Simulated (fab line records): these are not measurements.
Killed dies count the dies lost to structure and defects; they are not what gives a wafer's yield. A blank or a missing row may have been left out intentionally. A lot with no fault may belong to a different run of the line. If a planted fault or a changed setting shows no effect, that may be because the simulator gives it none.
fab line records ; flow rit-cmos
record: lots: 14; wafers: 42; last-day: 7
route steps=202 shown NWELL@37 NRETRO@61 SILICIDE@165 M1@186
lots that met no fault: taken from a fault-free run of the same line
start-h: the number of hours between the record's first day and the start of the first shown wafer of the lot ; wait-h: hours elapsed since this lot's preceding step ; " the same as in the row above ; L1.1+2: one row covering several wafers at once ; - no value, or no start was given ; * or withheld: withheld ; < > ~ a bound
route shown NAME@n: a module of which the file shows steps, and the number in the route of the first ; usual: mean/standard deviation taken from wafers without a fault ; same: alike in all rows ; chamber/n: place in a boat ; sites: the reading at each site ; _std_site: standard deviation of those values ; _edge_site: inner sites' mean taken away from outer sites' mean ; radius-mm: how far each site lies from the wafer's centre ; mask NAME#n: copy n ; behind: the most recent tool/chamber to have shaped the wafer ; hold: why the lot was held/for how many hours/how that ended ; device: the transistor (n, p or np) that didn't switch ; end of line: at the end of the route, the tests of the same wafers ; where a step has no rows: the recipe by itself ; killed: dies that structure and defects cost at the first sort, which is not the same as the wafer's yield ; map: shows each die of a wafer: x if killed, . if not, _ if none is there
set.NAME: the setting that was run; set.NAME@STEP: the one run at that earlier step ; model.NAME: the simulator's own value behind a step, which no gauge read
the route's steps for a sample of lots (tables are steps, rows are wafers)
services: the hour from which a tool's chamber was out of use, counted from the record's first day as start-h (under 0 if before that day), plus the number of hours and why
== steps ==
step: RIT_NWELL_STRIP_09
recipe: chemistry: O2; time-s: 180; resist: NOVOLAK; platen-temp-c: withheld; power-w: 500; pressure-mtorr: 4000; o2-flow-sccm: 4000
usual: drypump-motor-current-A: 5.9/0.36
lot.wafer;tool;chamber;start-h;wait-h;drypump-motor-current-A;rf-hours-counter-h
L686.2;plasma-asher-02;0;21.69;0.1;6.2;37
L686.3;plasma-asher-02;1;21.69;0.1;5.5;-
L686.4;plasma-asher-02;0;21.69;0.1;6.2;-
L687.2;plasma-asher-03;1;25.82;0.1;6.5;37
L687.3;plasma-asher-03;1;25.82;0.1;6.5;-
L687.6;plasma-asher-03;1;25.82;0.1;6.4;-
L688.1;plasma-asher-04;1;31.70;0.1;5.7;41
L688.2;plasma-asher-04;0;31.70;0.1;5.9;41
L688.6;plasma-asher-04;0;31.70;0.1;5.9;-
L689.2;plasma-asher-03;0;36.42;0.1;5.4;38
L689.3;plasma-asher-03;1;36.42;0.1;6.4;-
L689.5;plasma-asher-03;0;36.42;0.1;5.4;-
L690.1;plasma-asher-04;1;43.44;0.1;5.8;42
L690.4;plasma-asher-04;0;43.44;0.1;5.9;-
L690.5;plasma-asher-04;0;43.44;0.1;5.9;-
L692.1;plasma-asher-04;1;52.03;0.1;5.7;43
L692.3;plasma-asher-04;0;52.03;0.1;5.9;-
L692.4;plasma-asher-04;1;52.03;0.1;5.7;-
L693.1;plasma-asher-04;1;55.70;0.1;5.8;44
L693.4;plasma-asher-04;0;55.70;0.1;5.9;-
L693.6;plasma-asher-04;0;55.70;0.1;5.9;-
L694.2;plasma-asher-02;1;62.29;0.1;5.5;41
L694.4;plasma-asher-02;0;62.29;0.1;6.2;-
L694.6;plasma-asher-02;0;62.29;0.1;6.2;-
L700.1;plasma-asher-03;1;93.29;0.1;6.4;44
L700.5;plasma-asher-03;1;93.29;0.1;6.4;-
L700.6;plasma-asher-03;0;93.29;0.1;5.4;-
L701.1;plasma-asher-04;0;97.59;0.1;5.9;48
L701.2;plasma-asher-04;1;97.59;0.1;5.7;48
L701.5;plasma-asher-04;0;97.59;0.1;5.9;-
L702.1;plasma-asher-03;1;103.02;0.1;6.4;45
L702.2;plasma-asher-03;0;103.02;0.1;5.4;45
L702.5;plasma-asher-03;1;103.02;0.1;6.4;-
L703.3;plasma-asher-04;1;108.65;0.1;5.7;-
L703.4;plasma-asher-04;0;108.65;0.1;5.9;-
L703.6;plasma-asher-04;0;108.65;0.1;5.9;-
L705.1;plasma-asher-02;0;119.78;0.1;6.2;47
L705.2;plasma-asher-02;1;119.78;0.1;5.5;47
L705.4;plasma-asher-02;1;119.78;0.1;5.5;-
L706.2;plasma-asher-03;0;122.46;0.1;5.4;1
L706.3;plasma-asher-03;1;122.46;0.1;6.4;-
L706.5;plasma-asher-03;1;122.46;0.1;6.5;-
step: RIT_NRETRO_IMPLANT_08
recipe: species: P; energy-kev: 70; dose-cm2: 1e+13; tilt-deg: 7
usual: dose-ions-cm2: 1.0003e+13/1.1e+10; faraday-current-uA: 31.6/0.62
lot.wafer;tool;chamber;start-h;wait-h;dose-ions-cm2;faraday-current-uA
L686.2;implanter-03;0;30.32;0.2;1.0009e+13;31.1
L686.3;implanter-03;0;30.32;0.2;1.0013e+13;31.9
L686.4;implanter-03;0;30.32;0.2;1.0033e+13;31.7
L687.2;implanter-02;0;34.37;0.2;1.0007e+13;31.4
L687.3;implanter-02;0;34.37;0.2;9.996e+12;30.6
L687.6;implanter-02;0;34.37;0.2;1.0011e+13;31.5
L688.1;implanter-01;0;40.04;0.2;1.0001e+13;31.6
L688.2;implanter-01;0;40.04;0.2;9.997e+12;31.3
L688.6;implanter-01;0;40.04;0.2;9.999e+12;31.5
L689.2;implanter-01;0;45.20;0.2;1.0007e+13;31.5
L689.3;implanter-01;0;45.20;0.2;1.0006e+13;31.5
L689.5;implanter-01;0;45.20;0.2;1.0015e+13;31.5
L690.1;implanter-03;0;51.96;0.2;1.001e+13;31.1
L690.4;implanter-03;0;51.96;0.2;9.996e+12;31.2
L690.5;implanter-03;0;51.96;0.2;1.0007e+13;31.2
L692.1;implanter-01;0;60.77;0.2;1.0002e+13;31.7
L692.3;implanter-01;0;60.77;0.2;1.0002e+13;31.3
L692.4;implanter-01;0;60.77;0.2;9.987e+12;31.1
L693.1;implanter-02;0;64.85;0.2;1.0001e+13;32.6
L693.4;implanter-02;0;64.85;0.2;1.001e+13;31.5
L693.6;implanter-02;0;64.85;0.2;9.993e+12;30.7
L694.2;implanter-02;0;70.92;0.2;9.993e+12;32.5
L694.4;implanter-02;0;70.92;0.2;1.0023e+13;31.6
L694.6;implanter-02;0;70.92;0.2;9.989e+12;32.5
L700.1;implanter-01;0;103.92;0.2;1.1019e+13;33.9
L700.5;implanter-01;0;103.92;0.2;1.0987e+13;35.0
L700.6;implanter-01;0;103.92;0.2;1.0991e+13;36.3
L701.1;implanter-01;0;107.23;0.2;1.1021e+13;35.3
L701.2;implanter-01;0;107.23;0.2;1.1009e+13;35.7
L701.5;implanter-01;0;107.23;0.2;1.0999e+13;33.7
L702.1;implanter-03;0;112.36;0.2;1.0012e+13;31.2
L702.2;implanter-03;0;112.36;0.2;9.992e+12;30.8
L702.5;implanter-03;0;112.36;0.2;9.995e+12;32.2
L703.3;implanter-03;0;117.60;0.2;1.0009e+13;32.5
L703.4;implanter-03;0;117.60;0.2;1.0003e+13;31.6
L703.6;implanter-03;0;117.60;0.2;1.0012e+13;31.5
L705.1;implanter-03;0;128.18;0.2;1.0001e+13;32.5
L705.2;implanter-03;0;128.18;0.2;1.0006e+13;32.0
L705.4;implanter-03;0;128.18;0.2;1.0007e+13;32.2
L706.2;implanter-02;0;131.75;0.2;1e+13;31.6
L706.3;implanter-02;0;131.75;0.2;9.998e+12;31.7
L706.5;implanter-02;0;131.75;0.2;1.0003e+13;32.7
step: RIT_NRETRO_TW_MEAS_10
usual: NRETRO_TW: 1050/4
lot.wafer;tool;chamber;start-h;wait-h;NRETRO_TW
L686.2;film-metro-01;-;30.63;0.1;1056
L686.3;film-metro-01;-;30.63;0.1;1051
L686.4;film-metro-01;-;30.63;0.1;1056
L687.2;film-metro-01;-;34.68;0.1;1053
L687.3;film-metro-01;-;34.68;0.1;1049
L687.6;film-metro-01;-;34.68;0.1;1055
L688.1;film-metro-02;-;40.37;0.1;1045
L688.2;film-metro-02;-;40.37;0.1;1048
L688.6;film-metro-02;-;40.37;0.1;1044
L689.2;film-metro-04;-;45.51;0.1;1048
L689.3;film-metro-04;-;45.51;0.1;1046
L689.5;film-metro-04;-;45.51;0.1;1050
L690.1;film-metro-02;-;52.28;0.1;1048
L690.4;film-metro-02;-;52.28;0.1;1049
L690.5;film-metro-02;-;52.28;0.1;1045
L692.1;film-metro-01;-;61.09;0.1;1047
L692.3;film-metro-01;-;61.09;0.1;1048
L692.4;film-metro-01;-;61.09;0.1;1048
L693.1;film-metro-01;-;65.17;0.1;1045
L693.4;film-metro-01;-;65.17;0.1;1040
L693.6;film-metro-01;-;65.17;0.1;1042
L694.2;film-metro-01;-;71.23;0.1;1049
L694.4;film-metro-01;-;71.23;0.1;1051
L694.6;film-metro-01;-;71.23;0.1;1047
L700.1;film-metro-04;-;104.24;0.1;1076
L700.5;film-metro-04;-;104.24;0.1;1077
L700.6;film-metro-04;-;104.24;0.1;1083
L701.1;film-metro-04;-;107.55;0.1;1083
L701.2;film-metro-04;-;107.55;0.1;1084
L701.5;film-metro-04;-;107.55;0.1;1088
L702.1;film-metro-02;-;112.69;0.1;1045
L702.2;film-metro-02;-;112.69;0.1;1048
L702.5;film-metro-02;-;112.69;0.1;1047
L703.3;film-metro-02;-;117.89;0.1;1045
L703.4;film-metro-02;-;117.89;0.1;1048
L703.6;film-metro-02;-;117.89;0.1;1046
L705.1;film-metro-02;-;128.51;0.1;1042
L705.2;film-metro-02;-;128.51;0.1;1043
L705.4;film-metro-02;-;128.51;0.1;1042
L706.2;film-metro-01;-;132.06;0.1;1055
L706.3;film-metro-01;-;132.06;0.1;1055
L706.5;film-metro-01;-;132.06;0.1;1052
step: RIT_SILICIDE_RTA_04
recipe: temp-c: 650; time-s: 10; idle-temp-c: 25; ramp-up-s: 5; ramp-down-s: 5; cool-to-c: 25; ambient: N2
usual: wafer_temp_C_max: 654.5/0.9
lot.wafer;tool;chamber;start-h;wait-h;wafer_temp_C_max
L686.2;rtp-anneal-01;0;51.18;0.1;655.8
L686.3;rtp-anneal-01;0;51.18;0.1;655.7
L686.4;rtp-anneal-01;0;51.18;0.1;652.3
L687.2;rtp-anneal-02;0;57.39;0.1;652.9
L687.3;rtp-anneal-02;0;57.39;0.1;653.7
L687.6;rtp-anneal-02;0;57.39;0.1;653.6
L688.1;rtp-anneal-01;0;64.24;0.1;656.0
L688.2;rtp-anneal-01;0;64.24;0.1;654.4
L688.6;rtp-anneal-01;0;64.24;0.1;654.3
L689.2;rtp-anneal-02;0;65.94;0.1;653.7
L689.3;rtp-anneal-02;0;65.94;0.1;654.0
L689.5;rtp-anneal-02;0;65.94;0.1;654.5
L690.1;rtp-anneal-01;0;73.41;0.1;656.2
L690.4;rtp-anneal-01;0;73.41;0.1;655.6
L690.5;rtp-anneal-01;0;73.41;0.1;653.1
L692.1;rtp-anneal-01;0;81.24;0.1;654.3
L692.3;rtp-anneal-01;0;81.24;0.1;654.4
L692.4;rtp-anneal-01;0;81.24;0.1;654.6
L693.1;rtp-anneal-01;0;84.89;0.1;654.5
L693.4;rtp-anneal-01;0;84.89;0.1;655.5
L693.6;rtp-anneal-01;0;84.89;0.1;655.7
L694.2;rtp-anneal-01;0;91.72;0.1;654.6
L694.4;rtp-anneal-01;0;91.72;0.1;654.8
L694.6;rtp-anneal-01;0;91.72;0.1;655.1
L700.1;rtp-anneal-02;0;127.90;0.1;653.8
L700.5;rtp-anneal-02;0;127.90;0.1;655.4
L700.6;rtp-anneal-02;0;127.90;0.1;653.6
L701.1;rtp-anneal-02;0;134.38;0.1;653.1
L701.2;rtp-anneal-02;0;134.38;0.1;653.5
L701.5;rtp-anneal-02;0;134.38;0.1;654.2
L702.1;rtp-anneal-02;0;134.87;0.1;654.4
L702.2;rtp-anneal-02;0;134.87;0.1;654.0
L702.5;rtp-anneal-02;0;134.87;0.1;653.8
L703.3;rtp-anneal-01;0;138.82;0.1;654.9
L703.4;rtp-anneal-01;0;138.82;0.1;655.0
L703.6;rtp-anneal-01;0;138.82;0.1;655.9
L705.1;rtp-anneal-02;0;151.00;0.1;653.7
L705.2;rtp-anneal-02;0;151.00;0.1;652.8
L705.4;rtp-anneal-02;0;151.00;0.1;652.9
L706.2;rtp-anneal-02;0;156.44;0.1;653.8
L706.3;rtp-anneal-02;0;156.44;0.1;655.5
L706.5;rtp-anneal-02;0;156.44;0.1;652.2
step: RIT_M1_THK_MEAS_02
recipe: thk-meas-gauge: xrf; reads: Al_of_M1_SPUTTER_00
usual: M1_AL_THK: 410/4.5
lot.wafer;tool;chamber;start-h;wait-h;M1_AL_THK[nm]
L686.2;film-metro-02;-;54.27;0.1;406
L686.3;film-metro-02;-;54.27;0.1;410
L686.4;film-metro-02;-;54.27;0.1;411
L687.2;film-metro-02;-;60.20;0.1;419
L687.3;film-metro-02;-;60.20;0.1;415
L687.6;film-metro-02;-;60.20;0.1;419
L688.1;film-metro-02;-;67.19;0.1;408
L688.2;film-metro-02;-;67.19;0.1;411
L688.6;film-metro-02;-;67.19;0.1;415
L689.2;film-metro-02;-;68.88;0.1;416
L689.3;film-metro-02;-;68.88;0.1;414
L689.5;film-metro-02;-;68.88;0.1;418
L690.1;film-metro-01;-;76.31;0.1;406
L690.4;film-metro-01;-;76.31;0.1;406
L690.5;film-metro-01;-;76.31;0.1;401
L692.1;film-metro-01;-;84.35;0.1;407
L692.3;film-metro-01;-;84.35;0.1;408
L692.4;film-metro-01;-;84.35;0.1;412
L693.1;film-metro-01;-;87.88;0.1;412
L693.4;film-metro-01;-;87.88;0.1;410
L693.6;film-metro-01;-;87.88;0.1;409
L694.2;film-metro-04;-;94.67;0.1;401
L694.4;film-metro-04;-;94.67;0.1;403
L694.6;film-metro-04;-;94.67;0.1;406
L700.1;film-metro-01;-;130.74;0.1;411
L700.5;film-metro-01;-;130.74;0.1;415
L700.6;film-metro-01;-;130.74;0.1;418
L701.1;film-metro-01;-;137.29;0.1;414
L701.2;film-metro-01;-;137.29;0.1;408
L701.5;film-metro-01;-;137.29;0.1;415
L702.1;film-metro-02;-;137.81;0.1;408
L702.2;film-metro-02;-;137.81;0.1;413
L702.5;film-metro-02;-;137.81;0.1;412
L703.3;film-metro-02;-;141.78;0.1;414
L703.4;film-metro-02;-;141.78;0.1;411
L703.6;film-metro-02;-;141.78;0.1;412
L705.1;film-metro-01;-;153.86;0.1;407
L705.2;film-metro-01;-;153.86;0.1;411
L705.4;film-metro-01;-;153.86;0.1;408
L706.2;film-metro-04;-;159.41;0.1;408
L706.3;film-metro-04;-;159.41;0.1;409
L706.5;film-metro-04;-;159.41;0.1;405
step: RIT_M1_PROBE_99
usual: killed-at-contacts: 0.0/0.25; killed-at-front-end: 6.6/2.7; killed-dies: 6.7/2.7; killed-open: 3.3/1.9; killed-short: 3.4/1.9
same: gross-dies: 264; killed_at_M0_to_M3: 0; killed_at_M4_up: 0; killed-at-back-side: 0; killed-at-other: 0
lot.wafer;tool;chamber;start-h;wait-h;killed-at-contacts;killed-at-front-end;killed-dies;killed-open;killed-short
L700.1;prober-01;-;134.46;0.1;0;8;8;5;3
L700.5;prober-01;-;134.66;0.2;0;8;8;3;5
L700.6;prober-01;-;134.71;0.2;0;3;3;2;1
L702.1;prober-01;-;144.10;0.1;0;8;8;4;4
L702.2;prober-01;-;144.15;0.1;0;2;2;1;1
L702.5;prober-01;-;144.30;0.2;0;2;2;1;1
L703.3;prober-01;-;148.30;0.2;0;6;6;2;4
L703.4;prober-01;-;148.35;0.2;0;7;7;6;1
L703.6;prober-01;-;148.45;0.2;0;5;5;3;2
killed by level:class
L700.1 SILICIDE:geometric-particle:open=2 FOX1:geometric-particle:short=1 FOX1:geometric-particle:open=1 FOX2:geometric-particle:short=1 GATE:geometric-particle:open=1 GATE:geometric-particle:short=1 REOX:geometric-particle:open=1
L700.5 GATE:geometric-particle:short=3 FOX1:geometric-particle:short=2 GATE:geometric-particle:open=2 FOX1:geometric-particle:open=1
L700.6 GATE:geometric-particle:open=2 SPACER:geometric-particle:short=1
L702.1 GATE:geometric-particle:open=4 FOX2:geometric-particle:short=1 GATE:geometric-particle:short=1 REOX:geometric-particle:short=1 SILICIDE:geometric-particle:short=1
L702.2 FOX2:geometric-particle:short=1 GATE:geometric-particle:open=1
L702.5 REOX:geometric-particle:short=1 REOX:geometric-particle:open=1
L703.3 GATE:geometric-particle:short=2 SPACER:geometric-particle:short=2 GATE:geometric-particle:open=1 SILICIDE:geometric-particle:open=1
L703.4 GATE:geometric-particle:open=5 REOX:geometric-particle:open=1 SPACER:geometric-particle:short=1
L703.6 FOX1:geometric-particle:short=1 FOX2:geometric-particle:open=1 GATE:geometric-particle:open=1 GATE:geometric-particle:short=1 REOX:geometric-particle:open=1
== services ==
tool;chamber;start-h;hours;kind
implanter-03;-;0.88;2.3;pm
plasma-asher-02;-;43.78;0.9;repair
plasma-asher-03;-;56.69;2.8;pm
implanter-03;-;57.48;2.4;pm
rtp-anneal-02;-;83.96;29.6;pm
implanter-03;-;91.23;1.7;repair
plasma-asher-03;-;108.75;9.0;pm
plasma-asher-03;0;108.75;9.0;vent-cycle
plasma-asher-03;1;108.75;9.0;vent-cycle
implanter-01;-;110.63;8.1;repair
plasma-asher-03;0;117.75;-;clean
plasma-asher-03;1;117.75;-;clean
plasma-asher-03;-;142.18;0.6;repair
== key ==
first-sign: step: RIT_NRETRO_IMPLANT_08; reading: dose-ions-cm2; direction: up; sigmas: 94; usual: 1.0003e+13; struck: 1.1004e+13
effect: step: RIT_NRETRO_IMPLANT_08; reading: faraday-current-uA; direction: up; sigmas: 5.4; usual: 31.6; struck: 35.0
effect: step: RIT_NRETRO_TW_MEAS_10; reading: NRETRO_TW; direction: up; sigmas: 8.1; usual: 1050; struck: 1082
met-at RIT_NRETRO_IMPLANT_08
struck-lots L700,L701
tester-left-out L700,L701
not-acting-at RIT_NWELL_STRIP_09,RIT_SILICIDE_RTA_04,RIT_M1_THK_MEAS_02
onset-between 60.77 103.92
fault: kind: process-parameter-drift; tool: implanter-01; chamber: -; onset-h: 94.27; steps: RIT_NRETRO_IMPLANT_08; channel: dose-cm2; offset: 1.0049e+12; shape: step; end-h: 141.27; acts-in: these-recipes-only; stated: 1e+13
tester-left-out: of these lots the tester's yield and bins aren't shown, on N5 and GAA mostly nor the transistor test; their killed dies are dies lost to structure and defects alone, not to doping, threshold or leakage, so they don't give the yield
